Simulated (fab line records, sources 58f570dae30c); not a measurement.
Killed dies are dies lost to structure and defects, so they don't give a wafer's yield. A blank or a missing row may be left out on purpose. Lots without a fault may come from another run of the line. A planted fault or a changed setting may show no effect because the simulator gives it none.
fab line records | flow berkeley_cmos170
record lots=5 wafers=23
route steps=331 shown START@3 NWELL@24 PWELL@39 WELLDRIVE@56 ACTIVE@75 FIELD@90 SCREENOX@101 PLDD@149
start_h: hours from the record's first day to the start of the lot's first wafer shown | wait_h: hours since the lot's step before | " the same as in the row above | L1.1+2: a row that stands for several wafers | - no value, or no start given | * or withheld: withheld | < > ~ a bound
route shown NAME@n: a module of which the file shows steps, and the number in the route of the first | usual: mean/standard deviation of fault-free wafers | same: alike in all rows | chamber/n: place in a boat | sites: the reading at each site | _std_site: their standard deviation | _edge_site: outer sites' mean less inner sites' | radius_mm: how far each site lies from the wafer's centre | mask NAME#n: copy n | behind: the tool/chamber that last shaped the wafer | hold: why the lot was held/for how many hours/how that ended | device: the transistor (n, p or np) that didn't switch | end of line: the same wafers' tests at the end of the route | a step without rows: its recipe alone | killed: dies lost to structure and defects at the first sort, not the wafer's yield | map: a wafer's dies, x killed, . not, _ none there
set.NAME: the setting as run; set.NAME@STEP: as run at that earlier step | model.NAME: the simulator's own value behind a step, which no gauge read
lots whose settings were changed on purpose; a table a step, a row a wafer
## steps
# step UCB170_START_OXIDATION_02
# recipe temp_c=950 ambient=O2 target_thk_a=200 ox_time_s=1800
# columns lot.wafer tool chamber start_h wait_h set.temp_c model.SiO2_of_START_OXIDATION_02.thk_nm
L080.1 - - - 0.6 922.5 14.97
L080.2 " - " " 922.5 14.89
L080.4 " - " " 922.5 14.9
L080.5 " - " " 922.5 15.01
L080.6 " - " " 922.5 14.81
L081.1 - - - 1.8 973.1 24.58
L081.2 " - " " 973.1 24.85
L081.3 " - " " 973.1 25.14
L081.4 " - " " 973.1 25.07
L081.6 " - " " 973.1 25.48
L082.2 furnace-04 0 56.76 6.6 950 19.26
L082.3 " 0 " " 950 19.33
L082.6 " 0 " " 950 19.2
L084.1 - - - 8.3 973.3 24.87
L084.2 " - " " 973.3 24.75
L084.3 " - " " 973.3 25.15
L084.4+5 " - " " 973.3 25.22
L085.1+2 - - - 3.3 972.2 24.58
L085.3 " - " " 972.2 24.45
L085.4 " - " " 972.2 24.39
L085.6 " - " " 972.2 24.57
# step UCB170_START_THK_MEAS_03
# recipe reads=SiO2_of_START_OXIDATION_02
# usual START_OXIDE_THK=20.1/0.35
# columns lot.wafer tool chamber start_h wait_h set.temp_c@START_OXIDATION_02 START_OXIDE_THK[nm]
L080.1 film_metro-03 - - - 922.5 15.0
L080.2 " - " " 922.5 14.9
L080.4 " - " " 922.5 14.8
L080.5 " - " " 922.5 15.0
L080.6 " - " " 922.5 14.8
L081.1 film_metro-03 - - - 973.1 24.5
L081.2 " - " " 973.1 24.9
L081.3 " - " " 973.1 25.2
L081.4 " - " " 973.1 25.1
L081.6 " - " " 973.1 25.5
L082.2 film_metro-04 - 58.27 0.0 950 19.2
L082.3 " - " " 950 19.3
L082.6 " - " " 950 19.2
L084.1 film_metro-03 - - - 973.3 24.8
L084.2 " - " " 973.3 24.8
L084.3 " - " " 973.3 25.1
L084.4 " - " " 973.3 25.3
L084.5 " - " " 973.3 25.3
L085.1 film_metro-04 - - - 972.2 24.5
L085.2 " - " " 972.2 24.6
L085.3 " - " " 972.2 24.5
L085.4 " - " " 972.2 24.4
L085.6 " - " " 972.2 24.5
# step UCB170_NWELL_PEB_10
# recipe peb_temp_c=130 peb_time_s=withheld resist=KrF
# columns lot.wafer tool chamber start_h wait_h set.peb_temp_c
L080.1+6 litho_track-03 0 64.17 0.1 133.9
L080.2+4+5 " 0 " " 130
L081.1+6 litho_track-03 0 76.59 0.2 132.4
L081.2+3+4 " 0 " " 130
L082.2+3+6 litho_track-02 0 82.16 0.1 130
L084.1+2+4 litho_track-03 0 94.91 0.4 130
L084.3+5 " 0 " " 132.5
L085.1+2+6 litho_track-01 0 95.26 0.3 130
L085.3+4 " 0 " " 131.6
# step UCB170_NWELL_ETCH_13
# recipe chemistry=CH3F/Ar/O2 target=Si3N4 stop_on=SiO2 CH3F_flow_sccm=20 Ar_flow_sccm=50 O2_flow_sccm=7 pressure_mtorr=50 rf_w=450 target_depth_a=2464 over_etch_frac=0.1 time_s=154
# columns lot.wafer tool chamber start_h wait_h set.time_s set.peb_temp_c@NWELL_PEB_10 model.NWELL.cd_nm model.KrF_of_NWELL_COAT_07.thk_nm
L080.1 rie_diel-04 1 64.48 0.0 133.4 133.9 3020 749.8
L080.2 " 0 " " 133.4 130 2999 744.7
L080.4 " 2 " " 133.4 130 2999 744.6
L080.5 " 0 " " 154 130 2998 722.4
L080.6 " 1 " " 154 133.9 3021 726.3
L081.1 rie_diel-02 0 76.90 0.0 154 132.4 3011 726.1
L081.2 " 3 " " 154 130 2999 725.4
L081.3 " 2 " " 154 130 2998 727.4
L081.4 " 1 " " 154 130 2998 726.2
L081.6 " 1 " " 154 132.4 3012 723.3
L082.2 rie_diel-04 1 82.45 0.0 154 130 3001 727.7
L082.3 " 0 " " 154 130 2999 725.9
L082.6 " 3 " " 154 130 3000 724.1
L084.1 rie_diel-02 2 95.22 0.0 148.2 130 3000 733.5
L084.2 " 1 " " 148.2 130 3001 734
L084.3 " 3 " " 154 132.5 - 725.9
L084.4 " 0 " " 154 130 3000 729.7
L084.5 " 3 " " 154 132.5 3016 725
L085.1 rie_diel-02 1 95.57 0.0 175.5 130 3001 702.3
L085.2 " 3 " " 154 130 3001 716.8
L085.3 " 2 " " 154 131.6 3010 722.5
L085.4 " 0 " " 154 131.6 3010 724.7
L085.6 " 2 " " 175.5 130 3000 698.3
# step UCB170_NWELL_IMPLANT_14
# recipe species=P dose_cm2=9.762e+12 energy_kev=150 tilt_deg=7
# step UCB170_NWELL_STRIP_15
# recipe chemistry=O2 power_w=400 pressure_mtorr=3500 platen_temp_c=withheld o2_flow_sccm=400 overash_fraction=0.5
# usual strip_time_to_endpoint_s=18.06/0.085
# columns lot.wafer tool chamber start_h wait_h set.time_s@NWELL_ETCH_13 strip_time_to_endpoint_s
L080.1 plasma_asher-03 0 64.73 0.1 133.4 18.69
L080.2 " 1 " " 133.4 18.57
L080.4 " 1 " " 133.4 18.57
L080.5 " 1 " " 154 18.04
L080.6 " 0 " " 154 18.13
L081.1 plasma_asher-01 1 77.16 0.1 154 18.13
L081.2 " 0 " " 154 18.11
L081.3 " 1 " " 154 18.17
L081.4 " 0 " " 154 18.12
L081.6 " 0 " " 154 18.05
L082.2 plasma_asher-02 0 82.70 0.1 154 18.15
L082.3 " 0 " " 154 18.13
L082.6 " 1 " " 154 18.09
L084.1 plasma_asher-01 0 95.48 0.1 148.2 18.29
L084.2 " 1 " " 148.2 18.31
L084.3 " 0 " " 154 18.11
L084.4 " 1 " " 154 18.21
L084.5 " 0 " " 154 18.10
L085.1 plasma_asher-01 1 95.90 0.1 175.5 17.55
L085.2 " 0 " " 154 17.91
L085.3 " 0 " " 154 18.05
L085.4 " 1 " " 154 18.08
L085.6 " 0 " " 175.5 17.47
# step UCB170_PWELL_CVD_05
# recipe material=Si3N4 target_thk_nm=220 temp_c=800 precursor=SiH2Cl2/NH3 time_s=3300 pressure_mtorr=200 sih2cl2_flow_sccm=25 nh3_flow_sccm=75
# columns lot.wafer tool chamber start_h wait_h set.temp_c model.Si3N4_of_PWELL_CVD_05.thk_nm
L080.1 - - - 0.0 800 223.2
L080.2 " - " " 800 220.9
L080.4 " - " " 800 220
L080.5 " - " " 800 220.6
L080.6 " - " " 800 220.4
L081.1 - - - 0.0 788 179.9
L081.2 " - " " 788 178
L081.3 " - " " 788 179.8
L081.4 " - " " 788 179.7
L081.6 " - " " 788 179.6
L082.2 lpcvd-02 0 97.86 0.0 800 220
L082.3 " 0 " " 800 216.9
L082.6 " 0 " " 800 218.7
L084.1 - - - 0.0 800 219.7
L084.2 " - " " 800 220.7
L084.3 " - " " 800 217.3
L084.4 " - " " 800 218.8
L084.5 " - " " 800 220.2
L085.1 - - - 0.0 817.7 300.5
L085.2 " - " " 817.7 299.9
L085.3 " - " " 817.7 298.2
L085.4+6 " - " " 817.7 299.6
# step UCB170_PWELL_THK_MEAS_06
# recipe reads=Si3N4_of_PWELL_CVD_05
# usual PWELL_NITRIDE_THK=219.4/2.1
# columns lot.wafer tool chamber start_h wait_h set.temp_c@PWELL_CVD_05 PWELL_NITRIDE_THK[nm]
L080.1 film_metro-03 - - - 800 223.1
L080.2 " - " " 800 220.9
L080.4 " - " " 800 219.9
L080.5 " - " " 800 220.7
L080.6 " - " " 800 220.4
L081.1 film_metro-03 - - - 788 180.0
L081.2 " - " " 788 178.0
L081.3 " - " " 788 179.8
L081.4 " - " " 788 179.6
L081.6 " - " " 788 179.8
L082.2 film_metro-04 - 99.79 0.0 800 220.0
L082.3 " - " " 800 216.7
L082.6 " - " " 800 218.6
L084.1 film_metro-01 - - - 800 219.5
L084.2 " - " " 800 220.4
L084.3 " - " " 800 217.2
L084.4 " - " " 800 218.8
L084.5 " - " " 800 220.2
L085.1 film_metro-03 - - - 817.7 300.4
L085.2 " - " " 817.7 299.6
L085.3 " - " " 817.7 298.1
L085.4 " - " " 817.7 299.6
L085.6 " - " " 817.7 299.7
# step UCB170_PWELL_HMDS_07
# recipe prime_time_s=60 prime_temp_c=100
# step UCB170_PWELL_COAT_08
# recipe resist=KrF spin_rpm=1500 resist_thk_nm=900
# step UCB170_PWELL_DEVELOP_12
# recipe developer=TMAH develop_time_s=45 resist=KrF dev_temp_c=21
# step UCB170_PWELL_ETCH_14
# recipe chemistry=CH3F/Ar/O2 target=Si3N4 stop_on=SiO2 CH3F_flow_sccm=20 Ar_flow_sccm=50 O2_flow_sccm=7 pressure_mtorr=50 rf_w=450 target_depth_a=2420 over_etch_frac=0.1 time_s=151
# columns lot.wafer tool chamber start_h wait_h set.temp_c@PWELL_CVD_05 model.etch.depth_nm
L080.1+4+5 rie_diel-03 0,3,0 84.64 0.0 800 -
L080.2 " 1 " " 800 220.9
L080.6 " 1 " " 800 220.4
L081.1 rie_diel-04 2 100.72 0.0 788 179.9
L081.2+4 " 0,3 " " 788 -
L081.3 " 1 " " 788 179.8
L081.6 " 1 " " 788 179.6
L082.2 rie_diel-01 0 101.17 0.0 800 220
L082.3 " 2 " " 800 216.9
L082.6 " 2 " " 800 218.7
L084.1+2+4+5 rie_diel-04 3,1,1,2 114.28 0.0 800 -
L084.3 " 2 " " 800 217.3
L085.1+3+6 rie_diel-01 1,3,2 114.80 0.0 817.7 -
L085.2 " 0 " " 817.7 241.6
L085.4 " 2 " " 817.7 246.5
# step UCB170_PWELL_IMPLANT_15
# recipe species=B dose_cm2=5e+12 energy_kev=60 tilt_deg=7
# columns lot.wafer tool chamber start_h wait_h set.energy_kev model.implant.rp_nm model.implant.drp_nm
L080.1+2+5 implanter-01 0 84.74 0.1 56.66 179.2 62.75
L080.4+6 " 0 " " 60 188.8 64.7
L081.1+3+6 implanter-01 0 100.82 0.1 60 188.8 64.7
L081.2+4 " 0 " " 57.42 181.3 63.2
L082.2+3+6 implanter-04 0 101.29 0.1 60 191.9 64.7
L084.1+3+4 implanter-03 0 114.38 0.1 62.53 201 66.12
L084.2+5 " 0 " " 60 191 64.7
L085.1+2 implanter-04 0 114.90 0.1 61.27 194.2 65.42
L085.3+4+6 " 0 " " 60 189.8 64.7
# step UCB170_WELLDRIVE_OXIDATION_01
# recipe temp_c=1100 ambient=O2 target_thk_a=1990 ox_time_s=9000
# columns lot.wafer tool chamber start_h wait_h set.temp_c model.SiO2_of_WELLDRIVE_OXIDATION_01.thk_nm
L080.1 - - - 2.1 1111 213.5
L080.2 " - " " 1111 211.9
L080.4 " - " " 1111 212.2
L080.5 " - " " 1111 215
L080.6 " - " " 1111 210.5
L081.1 - - - 2.9 1075 168
L081.2 " - " " 1075 166.2
L081.3 " - " " 1075 166
L081.4 " - " " 1075 164.2
L081.6 " - " " 1075 166.4
L082.2 furnace-02 0 108.55 0.3 1100 189.4
L082.3 " 0 " " 1100 189.8
L082.6 " 0 " " 1100 189.1
L084.1+4 - - - 0.9 1075 168.1
L084.2 " - " " 1075 164.9
L084.3 " - " " 1075 168.5
L084.5 " - " " 1075 168.6
L085.1 - - - 0.3 1100 200.9
L085.2 " - " " 1100 196.2
L085.3 " - " " 1100 199.5
L085.4 " - " " 1100 196.1
L085.6 " - " " 1100 197.5
# step UCB170_WELLDRIVE_THK_MEAS_02
# recipe reads=SiO2_of_WELLDRIVE_OXIDATION_01
# usual WELLDRIVE_OXIDE_THK=198/3.9
# columns lot.wafer tool chamber start_h wait_h set.temp_c@WELLDRIVE_OXIDATION_01 WELLDRIVE_OXIDE_THK[nm]
L080.1 film_metro-02 - - - 1111 214
L080.2 " - " " 1111 212
L080.4 " - " " 1111 212
L080.5 " - " " 1111 215
L080.6 " - " " 1111 210
L081.1 film_metro-03 - - - 1075 168
L081.2 " - " " 1075 166
L081.3 " - " " 1075 166
L081.4 " - " " 1075 164
L081.6 " - " " 1075 166
L082.2 film_metro-02 - 112.08 0.0 1100 189
L082.3 " - " " 1100 190
L082.6 " - " " 1100 189
L084.1 film_metro-02 - - - 1075 168
L084.2 " - " " 1075 165
L084.3 " - " " 1075 169
L084.4 " - " " 1075 168
L084.5 " - " " 1075 169
L085.1 film_metro-03 - - - 1100 201
L085.2 " - " " 1100 196
L085.3 " - " " 1100 200
L085.4 " - " " 1100 196
L085.6 " - " " 1100 198
# step UCB170_ACTIVE_ETCH_15
# recipe chemistry=CH3F/Ar/O2 target=Si3N4 stop_on=SiO2 CH3F_flow_sccm=20 Ar_flow_sccm=50 O2_flow_sccm=7 pressure_mtorr=50 rf_w=450 target_depth_a=2420 over_etch_frac=0.1 time_s=151
# columns lot.wafer tool chamber start_h wait_h set.time_s model.KrF_of_ACTIVE_COAT_08.thk_nm
L080.1 rie_diel-03 2 117.73 0.0 137.5 737.7
L080.2 " 3 " " 137.5 734.1
L080.4 " 1 " " 151 722.7
L080.5 " 3 " " 151 716.5
L080.6 " 2 " " 137.5 739.2
L082.2 rie_diel-02 2 132.80 0.0 151 713.1
L082.3 " 1 " " 151 716.1
L082.6 " 3 " " 151 716.7
L081.1 rie_diel-03 0 133.04 0.0 151 713.6
L081.2 " 3 " " 151 719.6
L081.3 " 1 " " 151 719.3
L081.4 " 2 " " 151 724.1
L081.6 " 3 " " 151 718.3
L085.1 rie_diel-01 0 143.72 0.0 167.7 700.1
L085.2 " 2 " " 167.7 695.9
L085.3 " 1 " " 167.7 702.4
L085.4+6 " 3 " " 151 718
L084.1 rie_diel-02 0 144.00 0.0 151 723
L084.2 " 3 " " 163.8 702.3
L084.3 " 2 " " 151 717
L084.4 " 1 " " 163.8 712.1
L084.5 " 3 " " 163.8 706.2
# step UCB170_ACTIVE_STRIP_16
# recipe chemistry=O2 power_w=400 pressure_mtorr=3500 platen_temp_c=withheld o2_flow_sccm=400 overash_fraction=0.5
# usual strip_time_to_endpoint_s=17.93/0.086
# columns lot.wafer tool chamber start_h wait_h set.time_s@ACTIVE_ETCH_15 strip_time_to_endpoint_s
L080.1 plasma_asher-04 1 117.83 0.1 137.5 18.41
L080.2 " 0 " " 137.5 18.30
L080.4 " 0 " " 151 18.04
L080.5 " 1 " " 151 17.89
L080.6 " 0 " " 137.5 18.43
L082.2 plasma_asher-03 0 132.90 0.1 151 17.82
L082.3 " 0 " " 151 17.90
L082.6 " 1 " " 151 17.88
L081.1 plasma_asher-04 1 133.14 0.1 151 17.82
L081.2 " 0 " " 151 17.98
L081.3 " 1 " " 151 17.96
L081.4 " 0 " " 151 18.07
L081.6 " 1 " " 151 17.93
L085.1 plasma_asher-03 0 143.82 0.1 167.7 17.50
L085.2 " 1 " " 167.7 17.39
L085.3 " 1 " " 167.7 17.55
L085.4 " 0 " " 151 17.91
L085.6 " 0 " " 151 17.93
L084.1 plasma_asher-01 0 144.10 0.1 151 18.05
L084.2 " 1 " " 163.8 17.54
L084.3 " 1 " " 151 17.92
L084.4 " 0 " " 163.8 17.79
L084.5 " 0 " " 163.8 17.65
# step UCB170_FIELD_OXIDATION_01
# recipe temp_c=1000 ambient=H2O p_h2o_torr=584.62 target_thk_a=5583 ox_time_s=7200
# columns lot.wafer tool chamber start_h wait_h set.ox_time_s model.SiO2_of_FIELD_OXIDATION_01.thk_nm
L080.1 - - - 2.5 6391 507.5
L080.2 " - " " 6391 513.8
L080.4 " - " " 6391 499.2
L080.5 " - " " 6391 507.8
L080.6 " - " " 6391 501.6
L081.1 - - - 1.8 7200 552.3
L081.2 " - " " 7200 553.5
L081.3 " - " " 7200 548.8
L081.4 " - " " 7200 548.7
L081.6 " - " " 7200 542.5
L082.2 furnace-01 0 137.85 2.1 7200 544.8
L082.3 " 0 " " 7200 554.8
L082.6 " 0 " " 7200 551.3
L084.1 - - - 4.3 7200 565.6
L084.2 " - " " 7200 564.8
L084.3 " - " " 7200 572.6
L084.4 " - " " 7200 571.9
L084.5 " - " " 7200 573.5
L085.1 - - - 4.8 6289 506.1
L085.2 " - " " 6289 506.4
L085.3 " - " " 6289 514.9
L085.4 " - " " 6289 516.8
L085.6 " - " " 6289 511.1
# step UCB170_SCREENOX_OXIDATION_01
# recipe temp_c=900 ambient=O2 target_thk_a=144 ox_time_s=2400
# columns lot.wafer tool chamber start_h wait_h set.ox_time_s model.SiO2_of_SCREENOX_OXIDATION_01.thk_nm
L080.1 - - - 2.9 2400 14.4
L080.2 " - " " 2400 14.14
L080.4 " - " " 2400 14.27
L080.5 " - " " 2400 14.35
L080.6 " - " " 2400 14.22
L081.1+2 - - - 3.7 2048 12.79
L081.3 " - " " 2048 12.92
L081.4 " - " " 2048 12.75
L081.6 " - " " 2048 12.54
L082.2 furnace-01 0 158.90 3.6 2400 14.37
L082.3 " 0 " " 2400 14.31
L082.6 " 0 " " 2400 14.32
L084.1 - - - 4.2 2132 13.63
L084.2+3 " - " " 2132 13.5
L084.4 " - " " 2132 13.57
L084.5 " - " " 2132 13.36
L085.1 - - - 4.2 2646 15.59
L085.2 " - " " 2646 15.76
L085.3 " - " " 2646 15.57
L085.4 " - " " 2646 15.67
L085.6 " - " " 2646 15.53
# step UCB170_SCREENOX_THK_MEAS_02
# recipe reads=SiO2_of_SCREENOX_OXIDATION_01
# usual SCREENOX_OXIDE_THK=14.44/0.18
# columns lot.wafer tool chamber start_h wait_h set.ox_time_s@SCREENOX_OXIDATION_01 SCREENOX_OXIDE_THK[nm]
L080.1 film_metro-04 - - - 2400 14.37
L080.2 " - " " 2400 14.15
L080.4 " - " " 2400 14.27
L080.5 " - " " 2400 14.36
L080.6 " - " " 2400 14.23
L081.1 film_metro-02 - - - 2048 12.79
L081.2 " - " " 2048 12.77
L081.3 " - " " 2048 12.92
L081.4 " - " " 2048 12.73
L081.6 " - " " 2048 12.51
L082.2 film_metro-04 - 160.58 0.0 2400 14.38
L082.3 " - " " 2400 14.27
L082.6 " - " " 2400 14.33
L084.1 film_metro-02 - - - 2132 13.58
L084.2 " - " " 2132 13.47
L084.3 " - " " 2132 13.50
L084.4 " - " " 2132 13.57
L084.5 " - " " 2132 13.38
L085.1 film_metro-03 - - - 2646 15.58
L085.2 " - " " 2646 15.82
L085.3 " - " " 2646 15.53
L085.4 " - " " 2646 15.64
L085.6 " - " " 2646 15.49
# step UCB170_PLDD_PEB_04
# recipe peb_temp_c=130 peb_time_s=withheld resist=KrF
# columns lot.wafer tool chamber start_h wait_h set.peb_temp_c
L080.1+5 litho_track-01 0 170.89 1.0 130
L080.2+4+6 " 0 " " 133.1
L082.2+3+6 litho_track-04 0 187.66 0.1 130
L081.1+3+6 litho_track-01 0 187.93 0.1 130
L081.2+4 " 0 " " 129
L084.1+2+3 litho_track-01 0 200.43 0.1 127.6
L084.4+5 " 0 " " 130
L085.1+2+3+4+6 litho_track-02 0 200.71 0.1 130
# step UCB170_PLDD_DEVELOP_05
# recipe developer=TMAH develop_time_s=45 resist=KrF dev_temp_c=21
# step UCB170_PLDD_CD_MEAS_06
# recipe target_cd_nm=1200
# usual cd_nm=1199.1/1.4
# columns lot.wafer tool chamber start_h wait_h set.peb_temp_c@PLDD_PEB_04 cd_nm
L080.1 cd_sem-02 - 171.17 - 130 1198.0
L080.2 " - " " 133.1 1216.1
L080.4 " - " " 133.1 1217.3
L080.5 " - " " 130 1199.4
L080.6 " - " " 133.1 1217.2
L082.2 cd_sem-02 - 187.93 - 130 1198.9
L082.3 " - " " 130 1200.0
L082.6 " - " " 130 1198.7
L081.1 cd_sem-01 - 188.20 - 130 1198.0
L081.2 " - " " 129 1190.2
L081.3 " - " " 130 1197.4
L081.4 " - " " 129 1192.2
L081.6 " - " " 130 1198.7
L084.1 cd_sem-02 - 200.70 - 127.6 1181.4
L084.2 " - " " 127.6 1181.4
L084.3 " - " " 127.6 1181.7
L084.4 " - " " 130 1199.2
L084.5 " - " " 130 1200.1
L085.1 cd_sem-01 - 200.99 - 130 1198.8
L085.2 " - " " 130 1200.0
L085.3 " - " " 130 1199.4
L085.4 " - " " 130 1200.4
L085.6 " - " " 130 1199.3
## key
split step=UCB170_START_OXIDATION_02 setting=temp_c stated=950 by=lot
response step=UCB170_START_OXIDATION_02 reading=model.SiO2_of_START_OXIDATION_02.thk_nm change=+1.91 per=1% r=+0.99
response step=UCB170_START_THK_MEAS_03 reading=START_OXIDE_THK change=+1.91 per=1% r=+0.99
split step=UCB170_NWELL_PEB_10 setting=peb_temp_c stated=130 by=wafer
response step=UCB170_NWELL_ETCH_13 reading=model.NWELL.cd_nm change=+7.45 per=1% r=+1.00
split step=UCB170_NWELL_ETCH_13 setting=time_s stated=154 by=wafer
response step=UCB170_NWELL_ETCH_13 reading=model.KrF_of_NWELL_COAT_07.thk_nm change=-1.58 per=1% r=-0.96
response step=UCB170_NWELL_STRIP_15 reading=strip_time_to_endpoint_s change=* per=1% r=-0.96
split step=UCB170_PWELL_CVD_05 setting=temp_c stated=800 by=lot
response step=UCB170_PWELL_CVD_05 reading=model.Si3N4_of_PWELL_CVD_05.thk_nm change=+32.8 per=1% r=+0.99
response step=UCB170_PWELL_THK_MEAS_06 reading=PWELL_NITRIDE_THK change=+32.8 per=1% r=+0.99
response step=UCB170_PWELL_ETCH_14 reading=model.etch.depth_nm change=+17.3 per=1% r=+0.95
split step=UCB170_PWELL_IMPLANT_15 setting=energy_kev stated=60 by=wafer
response step=UCB170_PWELL_IMPLANT_15 reading=model.implant.rp_nm change=+1.91 per=1% r=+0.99
response step=UCB170_PWELL_IMPLANT_15 reading=model.implant.drp_nm change=+0.346 per=1% r=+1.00
split step=UCB170_WELLDRIVE_OXIDATION_01 setting=temp_c stated=1100 by=lot
response step=UCB170_WELLDRIVE_OXIDATION_01 reading=model.SiO2_of_WELLDRIVE_OXIDATION_01.thk_nm change=+13.4 per=1% r=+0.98
response step=UCB170_WELLDRIVE_THK_MEAS_02 reading=WELLDRIVE_OXIDE_THK change=+13.4 per=1% r=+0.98
split step=UCB170_ACTIVE_ETCH_15 setting=time_s stated=151 by=wafer
response step=UCB170_ACTIVE_ETCH_15 reading=model.KrF_of_ACTIVE_COAT_08.thk_nm change=-1.72 per=1% r=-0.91
response step=UCB170_ACTIVE_STRIP_16 reading=strip_time_to_endpoint_s change=* per=1% r=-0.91
split step=UCB170_FIELD_OXIDATION_01 setting=ox_time_s stated=7200 by=lot
response step=UCB170_FIELD_OXIDATION_01 reading=model.SiO2_of_FIELD_OXIDATION_01.thk_nm change=+4.04 per=1% r=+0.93
split step=UCB170_SCREENOX_OXIDATION_01 setting=ox_time_s stated=2400 by=lot
response step=UCB170_SCREENOX_OXIDATION_01 reading=model.SiO2_of_SCREENOX_OXIDATION_01.thk_nm change=+0.106 per=1% r=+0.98
response step=UCB170_SCREENOX_THK_MEAS_02 reading=SCREENOX_OXIDE_THK change=+0.106 per=1% r=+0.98
split step=UCB170_PLDD_PEB_04 setting=peb_temp_c stated=130 by=wafer
response step=UCB170_PLDD_CD_MEAS_06 reading=cd_nm change=+8.49 per=1% r=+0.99
